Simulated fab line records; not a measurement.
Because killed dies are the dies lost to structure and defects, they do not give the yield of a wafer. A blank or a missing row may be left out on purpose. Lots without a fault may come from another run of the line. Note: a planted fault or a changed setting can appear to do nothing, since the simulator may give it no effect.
fab line records | flow ritCmos
record lots=6 | wafers=18 | lastDay=7
route steps=202 shown NLDD@103 PLDD@114 M1@202
lots that met no fault: from a run of the same line without faults
startH: the number of hours between the record's first day and the start of the first shown wafer of the lot | waitH: hours elapsed since this lot's preceding step | " as in the row above | L1.1+2: several wafers, shown together as one row | - value missing, or start not given | * or withheld: withheld | < > ~ a bound
route shown NAME@n: a module of which the file shows steps, and the number in the route of the first | usual: mean/standard deviation of fault-free wafers | same: alike in all rows | chamber/n: place in a boat | sites: readings site by site | _std_site: standard deviation of those values | _edge_site: outer sites' mean less inner sites' | radiusMm: for every site, how far away it sits from the centre of the wafer | mask NAME#n: copy n | behind: the most recent tool/chamber to have shaped the wafer | hold: cause of the lot's hold/its duration in hours/its outcome | device: names the non-switching transistor (n, p or np) | end of line: at the end of the route, the tests of the same wafers | for a step that has no rows: nothing shown but its recipe | killed: at the first sort, the dies lost to defects and structure; wafer yield is something else | map: a wafer's dies, marking killed ones x, the rest . and places with no die _
set.NAME: the setting as run; set.NAME@STEP: as run at that earlier step | model.NAME: the simulator's own value behind a step, which no gauge read
lots seen at some steps along the route; tables by step, rows by wafer
services: when a tool's chamber went out of use (startH, in hours from the record's first day, below 0 if earlier), for how many hours, and the reason
## steps
# step RIT_NLDD_HMDS_00
# recipe primeTimeS=60 | primeTempC=140
# step RIT_NLDD_COAT_01
# recipe resist=NOVOLAK | spinRpm=3250 | resistThkNm=1000
# step RIT_NLDD_SOFTBAKE_02
# recipe resist=NOVOLAK | tempC=90 | timeS=60
# step RIT_NLDD_EXPOSE_03
# recipe maskId=M7 | na=0.57 | targetCdNm=40700 | doseMj=250
# step RIT_NLDD_PEB_04
# recipe resist=NOVOLAK | tempC=withheld | timeS=withheld
# step RIT_NLDD_DEVELOP_05
# recipe resist=NOVOLAK | developTimeS=50 | devTempC=23
# step RIT_NLDD_OVL_MEAS_06
# usual NLDD_OVL=0.6/1.5
lot.wafer | tool       | chamber | startH | waitH | NLDD_OVL[nm]
L467.3    | overlay-02 | -       | 42.53  | -     | -0.7
L467.5    | "          | -       | "      | "     | 0.2
L467.6    | "          | -       | "      | "     | 1.8
L468.3    | overlay-01 | -       | 46.99  | -     | 0.4
L468.4    | "          | -       | "      | "     | 0.6
L468.5    | "          | -       | "      | "     | 0.9
L477.3    | overlay-02 | -       | 93.43  | -     | 0.6
L477.4    | "          | -       | "      | "     | 3.2
L477.5    | "          | -       | "      | "     | -0.6
L478.2    | overlay-02 | -       | 100.41 | -     | -0.5
L478.3    | "          | -       | "      | "     | 0.4
L478.6    | "          | -       | "      | "     | 0.7
L484.1    | overlay-01 | -       | 125.90 | -     | -0.3
L484.2    | "          | -       | "      | "     | -0.8
L484.4    | "          | -       | "      | "     | 0.1
L489.1    | overlay-02 | -       | 151.47 | -     | 0.0
L489.3    | "          | -       | "      | "     | -0.8
L489.6    | "          | -       | "      | "     | 1.1
# step RIT_NLDD_HARDBAKE_07
# recipe resist=NOVOLAK | tempC=140 | timeS=60
# step RIT_NLDD_IMPLANT_08
# recipe species=P | energyKev=20 | doseCm2=5e+14 | tiltDeg=7
# step RIT_NLDD_STRIP_09
# recipe chemistry=O2 | timeS=180 | resist=NOVOLAK | platenTempC=withheld | powerW=500 | pressureMtorr=4000 | o2FlowSccm=4000
# usual drypumpMotorCurrentA=6.1/0.48
lot.wafer | tool           | chamber | startH | waitH | drypumpMotorCurrentA | rfHoursCounterH
L467.3    | plasmaAsher-01 | 0       | 42.91  | 0.1   | 6.0                  | -
L467.5    | "              | 1       | "      | "     | 6.2                  | -
L467.6    | "              | 0       | "      | "     | 5.9                  | -
L468.3    | plasmaAsher-04 | 0       | 47.37  | 0.1   | 6.8                  | -
L468.4    | "              | 1       | "      | "     | 5.5                  | -
L468.5    | "              | 1       | "      | "     | 5.5                  | -
L477.3    | plasmaAsher-03 | 0       | 93.81  | 0.1   | 5.9                  | -
L477.4    | "              | 1       | "      | "     | 6.3                  | -
L477.5    | "              | 0       | "      | "     | 5.9                  | -
L478.2    | plasmaAsher-04 | 0       | 100.91 | 0.1   | 6.8                  | 32
L478.3    | "              | 0       | "      | "     | 6.8                  | -
L478.6    | "              | 1       | "      | "     | 5.5                  | -
L484.1    | plasmaAsher-04 | 1       | 126.24 | 0.1   | 5.5                  | 36
L484.2    | "              | 0       | "      | "     | 6.8                  | 36
L484.4    | "              | 1       | "      | "     | 5.5                  | -
L489.1    | plasmaAsher-04 | 0       | 151.80 | 0.1   | 6.8                  | 39
L489.3    | "              | 1       | "      | "     | 5.5                  | -
L489.6    | "              | 1       | "      | "     | 5.5                  | -
# step RIT_NLDD_TW_MEAS_10
# usual NLDD_TW=2473/26
lot.wafer | tool         | chamber | startH | waitH | NLDD_TW
L467.3    | filmMetro-03 | -       | 43.21  | 0.2   | 2499
L467.5    | "            | -       | "      | "     | 2512
L467.6    | "            | -       | "      | "     | 2511
L468.3    | filmMetro-03 | -       | 47.51  | 0.1   | 2500
L468.4    | "            | -       | "      | "     | 2510
L468.5    | "            | -       | "      | "     | 2499
L477.3    | filmMetro-03 | -       | 93.95  | 0.1   | 2495
L477.4    | "            | -       | "      | "     | 2494
L477.5    | "            | -       | "      | "     | 2490
L478.2    | filmMetro-02 | -       | 101.09 | 0.1   | 2475
L478.3    | "            | -       | "      | "     | 2474
L478.6    | "            | -       | "      | "     | 2481
L484.1    | filmMetro-01 | -       | 126.41 | 0.1   | 2435
L484.2    | "            | -       | "      | "     | 2431
L484.4    | "            | -       | "      | "     | 2446
L489.1    | filmMetro-01 | -       | 151.98 | 0.1   | 2450
L489.3    | "            | -       | "      | "     | 2450
L489.6    | "            | -       | "      | "     | 2442
# step RIT_PLDD_HMDS_00
# recipe primeTimeS=60 | primeTempC=140
# step RIT_PLDD_COAT_01
# recipe resist=NOVOLAK | spinRpm=3250 | resistThkNm=1000
# usual dispensePressureKPa=53.1/1.8
lot.wafer | tool          | chamber | startH | waitH | dispensePressureKPa | model.NOVOLAK_of_PLDD_COAT_01.thkNm
L467.3    | lithoTrack-02 | 0       | 43.56  | 0.1   | 55.4                | 1002
L467.5    | "             | 0       | "      | "     | 55.4                | 999.9
L467.6    | "             | 0       | "      | "     | 55.4                | 1002
L468.3    | lithoTrack-04 | 0       | 47.75  | 0.1   | 52.7                | 1000
L468.4    | "             | 0       | "      | "     | 52.7                | 1002
L468.5    | "             | 0       | "      | "     | 52.7                | 1001
L477.3    | lithoTrack-04 | 0       | 94.19  | 0.1   | 52.7                | 939.7
L477.4    | "             | 0       | "      | "     | 52.7                | 940.9
L477.5    | "             | 0       | "      | "     | 52.7                | 940.9
L478.2    | lithoTrack-04 | 0       | 101.32 | 0.1   | 52.7                | 942.7
L478.3    | "             | 0       | "      | "     | 52.7                | 941
L478.6    | "             | 0       | "      | "     | 52.7                | 943.5
L484.1    | lithoTrack-02 | 0       | 126.69 | 0.1   | 55.5                | 1001
L484.2    | "             | 0       | "      | "     | 55.5                | 1003
L484.4    | "             | 0       | "      | "     | 55.5                | 1004
L489.1    | lithoTrack-03 | 0       | 152.19 | 0.1   | 50.2                | 1003
L489.3    | "             | 0       | "      | "     | 50.2                | 1004
L489.6    | "             | 0       | "      | "     | 50.2                | 1002
# step RIT_PLDD_SOFTBAKE_02
# recipe resist=NOVOLAK | tempC=90 | timeS=60
# step RIT_PLDD_EXPOSE_03
# recipe maskId=M8 | na=0.57 | targetCdNm=40900 | doseMj=250
# step RIT_PLDD_PEB_04
# recipe resist=NOVOLAK | tempC=withheld | timeS=withheld
# step RIT_PLDD_DEVELOP_05
# recipe resist=NOVOLAK | developTimeS=50 | devTempC=23
# step RIT_PLDD_OVL_MEAS_06
# usual PLDD_OVL=0.6/1.6
lot.wafer | tool       | chamber | startH | waitH | PLDD_OVL[nm]
L467.3    | overlay-01 | -       | 44.42  | -     | -0.9
L467.5    | "          | -       | "      | "     | 2.0
L467.6    | "          | -       | "      | "     | 0.1
L468.3    | overlay-01 | -       | 48.53  | -     | -1.3
L468.4    | "          | -       | "      | "     | -0.8
L468.5    | "          | -       | "      | "     | -2.9
L477.3    | overlay-02 | -       | 94.98  | -     | -2.4
L477.4    | "          | -       | "      | "     | -3.5
L477.5    | "          | -       | "      | "     | -2.3
L478.2    | overlay-01 | -       | 102.00 | -     | -0.6
L478.3    | "          | -       | "      | "     | -0.5
L478.6    | "          | -       | "      | "     | -2.2
L484.1    | overlay-01 | -       | 127.44 | -     | 3.3
L484.2    | "          | -       | "      | "     | 4.1
L484.4    | "          | -       | "      | "     | 3.5
L489.1    | overlay-01 | -       | 153.01 | -     | 2.7
L489.3    | "          | -       | "      | "     | 1.1
L489.6    | "          | -       | "      | "     | 2.9
# step RIT_PLDD_HARDBAKE_07
# recipe resist=NOVOLAK | tempC=140 | timeS=60
lot.wafer | tool          | chamber | startH | waitH | model.NOVOLAK_of_PLDD_COAT_01.thkNm
L467.3    | lithoTrack-02 | 0       | 44.49  | 0.1   | 885.3
L467.5    | "             | 0       | "      | "     | 883.7
L467.6    | "             | 0       | "      | "     | 885.9
L468.3    | lithoTrack-04 | 0       | 48.61  | 0.1   | 883.8
L468.4    | "             | 0       | "      | "     | 885.3
L468.5    | "             | 0       | "      | "     | 884.3
L477.3    | lithoTrack-02 | 0       | 95.05  | 0.1   | 830.9
L477.4    | "             | 0       | "      | "     | 832
L477.5    | "             | 0       | "      | "     | 832.1
L478.2    | lithoTrack-02 | 0       | 102.05 | 0.0   | 833.6
L478.3    | "             | 0       | "      | "     | 832.2
L478.6    | "             | 0       | "      | "     | 834.4
L484.1    | lithoTrack-03 | 0       | 127.48 | 0.0   | 884.9
L484.2    | "             | 0       | "      | "     | 886.1
L484.4    | "             | 0       | "      | "     | 887
L489.1    | lithoTrack-02 | 0       | 153.05 | 0.0   | 886
L489.3    | "             | 0       | "      | "     | 887.2
L489.6    | "             | 0       | "      | "     | 885.4
# step RIT_PLDD_IMPLANT_08
# recipe species=BF2 | energyKev=20 | doseCm2=9e+14 | tiltDeg=7
# step RIT_M1_PROBE_99
# usual killedAtContacts=0.1/0.38 | killedAtFrontEnd=6.9/2.9 | killedDies=7.1/3 | killedOpen=3.5/2.1 | killedShort=3.5/2
# same grossDies=264 | killed_at_M0_to_M3=0 | killed_at_M4_up=0 | killedAtBackSide=0 | killedAtOther=0
lot.wafer | tool      | chamber | startH | waitH | killedAtContacts | killedAtFrontEnd | killedDies | killedOpen | killedShort
L467.3    | prober-02 | -       | 58.73  | 0.2   | 0                | 10               | 10         | 6          | 4
L467.5    | prober-02 | -       | 58.83  | 0.2   | 0                | 5                | 5          | 2          | 2
L467.6    | prober-02 | -       | 58.88  | 0.2   | 0                | 7                | 7          | 1          | 6
L468.3    | prober-01 | -       | 65.44  | 0.2   | 1                | 9                | 10         | 4          | 6
L468.4    | prober-01 | -       | 65.49  | 0.2   | 0                | 10               | 10         | 2          | 8
L468.5    | prober-01 | -       | 65.54  | 0.2   | 0                | 12               | 12         | 7          | 5
L477.3    | prober-01 | -       | 109.30 | 0.2   | 0                | 5                | 5          | 3          | 2
L477.4    | prober-01 | -       | 109.35 | 0.2   | 1                | 5                | 6          | 2          | 4
L477.5    | prober-01 | -       | 109.40 | 0.2   | 0                | 5                | 5          | 2          | 3
L478.2    | prober-02 | -       | 116.28 | 0.1   | 0                | 3                | 3          | 1          | 2
L478.3    | prober-02 | -       | 116.33 | 0.2   | 0                | 6                | 6          | 5          | 1
L478.6    | prober-02 | -       | 116.48 | 0.2   | 0                | 5                | 5          | 4          | 1
L489.1    | prober-01 | -       | 168.44 | 0.1   | 0                | 5                | 5          | 2          | 3
L489.3    | prober-01 | -       | 168.54 | 0.2   | 0                | 4                | 4          | 2          | 2
L489.6    | prober-01 | -       | 168.69 | 0.2   | 0                | 6                | 6          | 3          | 2
# killed by level:class
L467.3 GATE:geometricParticle:open=4 GATE:geometricParticle:short=3 ACTIVE:geometricParticle:short=1 FOX2:geometricParticle:open=1 SILICIDE:geometricParticle:open=1
L467.5 FOX1:geometricParticle:short=2 FOX1:geometricParticle:open=1 FOX2:geometricParticle:open=1 PLDD:coatMicrobubblePrinted=1
L467.6 GATE:geometricParticle:short=4 FOX1:geometricParticle:short=2 GATE:geometricParticle:open=1
L468.3 GATE:geometricParticle:open=4 GATE:geometricParticle:short=4 FOX2:geometricParticle:short=1 CONTACT:geometricParticle:short=1
L468.4 SPACER:geometricParticle:short=4 FOX2:geometricParticle:short=3 FOX1:geometricParticle:short=1 GATE:geometricParticle:open=1 SPACER:geometricParticle:open=1
L468.5 GATE:geometricParticle:open=3 FOX1:geometricParticle:short=2 FOX2:geometricParticle:open=2 FOX1:geometricParticle:open=1 GATE:geometricParticle:short=1 REOX:geometricParticle:short=1 REOX:geometricParticle:open=1 SILICIDE:geometricParticle:short=1
L477.3 GATE:geometricParticle:open=3 REOX:geometricParticle:short=1 SPACER:geometricParticle:short=1
L477.4 FOX1:geometricParticle:short=1 GATE:geometricParticle:short=1 GATE:geometricParticle:open=1 SPACER:geometricParticle:short=1 SILICIDE:geometricParticle:short=1 CONTACT:geometricParticle:open=1
L477.5 FOX1:geometricParticle:open=1 FOX2:geometricParticle:short=1 GATE:geometricParticle:short=1 GATE:geometricParticle:open=1 SILICIDE:geometricParticle:short=1
L478.2 FOX1:geometricParticle:short=1 FOX1:geometricParticle:open=1 SILICIDE:geometricParticle:short=1
L478.3 SPACER:geometricParticle:open=2 FOX1:geometricParticle:open=1 REOX:geometricParticle:short=1 REOX:geometricParticle:open=1 SILICIDE:geometricParticle:open=1
L478.6 FOX1:geometricParticle:open=1 GATE:geometricParticle:short=1 GATE:geometricParticle:open=1 SPACER:geometricParticle:open=1 SILICIDE:geometricParticle:open=1
L489.1 FOX1:geometricParticle:short=2 FOX1:geometricParticle:open=1 GATE:geometricParticle:short=1 SPACER:geometricParticle:open=1
L489.3 FOX1:geometricParticle:open=2 FOX1:geometricParticle:short=1 GATE:geometricParticle:short=1
L489.6 GATE:geometricParticle:open=3 GATE:geometricParticle:short=2 NRETRO:coatMicrobubblePrinted=1
## services
tool           | chamber | startH | hours | kind
plasmaAsher-03 | -       | 45.70  | 3.9   | repair
plasmaAsher-04 | -       | 67.36  | 4.3   | pm
plasmaAsher-01 | -       | 86.36  | 44.0  | repair
plasmaAsher-01 | -       | 130.40 | 9.0   | pm
plasmaAsher-01 | 0       | 130.40 | 9.0   | ventCycle
plasmaAsher-01 | 1       | 130.40 | 9.0   | ventCycle
lithoTrack-02  | -       | 131.90 | -     | consumableReplace:filter
plasmaAsher-01 | 0       | 139.40 | -     | clean
plasmaAsher-01 | 1       | 139.40 | -     | clean
plasmaAsher-03 | -       | 142.21 | 2.9   | repair
## key
firstSign none at tools or gauges
modelEffect step=RIT_PLDD_COAT_01 | value=NOVOLAK_of_PLDD_COAT_01.thkNm | without=1003 | struck=941.5
modelEffect step=RIT_PLDD_HARDBAKE_07 | value=NOVOLAK_of_PLDD_COAT_01.thkNm | without=886 | struck=832.5
metAt RIT_PLDD_COAT_01
struckWafers L477.3,L477.4,L477.5,L478.2,L478.3,L478.6
testerLeftOut L477,L478
onsetBetween 47.75 94.19
fault kind=processParameterDrift | tool=lithoTrack-04 | chamber=- | onsetH=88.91 | steps=RIT_PLDD_COAT_01 | channel=resistThkNm | offset=-60.933 | shape=step | endH=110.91 | actsIn=theseRecipesOnly | stated=1000
# testerLeftOut: of these lots the tester's yield and bins aren't shown, on N5 and GAA mostly nor the transistor test; their killed dies are dies lost to structure and defects alone, not to doping, threshold or leakage, so they don't give the yield
